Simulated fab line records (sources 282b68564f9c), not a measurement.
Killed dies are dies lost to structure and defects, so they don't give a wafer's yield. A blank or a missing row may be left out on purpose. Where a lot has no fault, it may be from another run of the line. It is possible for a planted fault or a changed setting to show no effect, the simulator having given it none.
One fault seen from 2 desks + flow rit-cmos + every desk sees just its own numbers, and what lay behind them comes last

## TOOL OWNER'S DESK, rtp-anneal-02
The tool's own readings at RIT_SILICIDE_RTA_04 (time 10 s, ramp up 5 s, ramp down 5 s): means of the sampled wafers that have a number, for each lot that ran on this tool. The brackets show how far a lot's mean lies from the usual mean; more than 4 standard deviations puts the lot out of limits, marked OUT.
Columns: A = wafer_temp_C_max at RIT_SILICIDE_RTA_04, usual 651.8
| lot  | first seen here | A               |
|------|-----------------|-----------------|
| L368 | day 3 17:07     | 651.9           |
| L370 | day 4 02:34     | 652.3           |
| L372 | day 4 14:59     | 652.6           |
| L376 | day 5 08:56     | 653.0           |
| L380 | day 6 07:54     | 651.6           |
| L384 | day 7 01:48     | 627.2 (-46) OUT |
| L386 | day 7 12:34     | 626.9 (-46) OUT |
Finding of this desk: L384, L386 out of limits; the first was L384 at day 7 01:48, on wafer_temp_C_max at RIT_SILICIDE_RTA_04. L368, L370, L372, L376, L380: within limits.

## AT THE METROLOGY DESK
Means of the sampled wafers that have a number, per lot and without regard to the tool the lot ran on: this is what the gauges read. The brackets show how far a lot's mean lies from the usual mean; more than 4 standard deviations puts the lot out of limits, marked OUT.
Columns: A = NRETRO_OVL at RIT_NRETRO_OVL_MEAS_06, usual 0.1 nm; B = CONTACT_OVL at RIT_CONTACT_OVL_MEAS_09, usual 1.2 nm
| lot  | first seen here | A    | B    |
|------|-----------------|------|------|
| L368 | day 2 16:28     | -1.0 | 0.6  |
| L369 | day 2 22:07     | 1.2  | 2.2  |
| L370 | day 3 03:05     | -0.2 | 5.1  |
| L371 | day 3 10:05     | -0.7 | -0.6 |
| L372 | day 3 15:08     | -0.4 | 1.1  |
| L373 | day 3 19:58     | 0.3  | -1.7 |
| L375 | day 4 06:17     | 1.4  | 1.7  |
| L376 | day 4 10:34     | -3.3 | 0.5  |
| L377 | day 4 13:58     | -0.1 | 4.1  |
| L380 | day 5 07:36     | 2.2  | -0.6 |
| L383 | day 5 20:04     | 2.1  | 2.2  |
| L384 | day 6 00:37     | 1.0  | 2.4  |
| L386 | day 6 16:08     | -0.1 | 2.8  |
| L389 | day 7 03:56     | -1.3 | 0.8  |
This desk's finding: nothing out of limits on any of the 14 lots.

## BROUGHT TOGETHER
The tool owner's desk could have raised an alarm at day 7 01:48, on L384, L386.
From the metrology desk's view, nothing was out of limits.
The metrology desk holds a record of L384, L386, inside its limits.
The lots listed all ran RIT_SILICIDE_RTA_04 on rtp-anneal-02.

## WHAT THE SIMULATOR PUT IN
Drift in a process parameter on rtp-anneal-02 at RIT_SILICIDE_RTA_04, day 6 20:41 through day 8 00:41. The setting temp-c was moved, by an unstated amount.
Shown lots that were struck: L384, L386.
Hours from the fault's start to each desk's first reading out of limits: the tool owner's desk, 5.
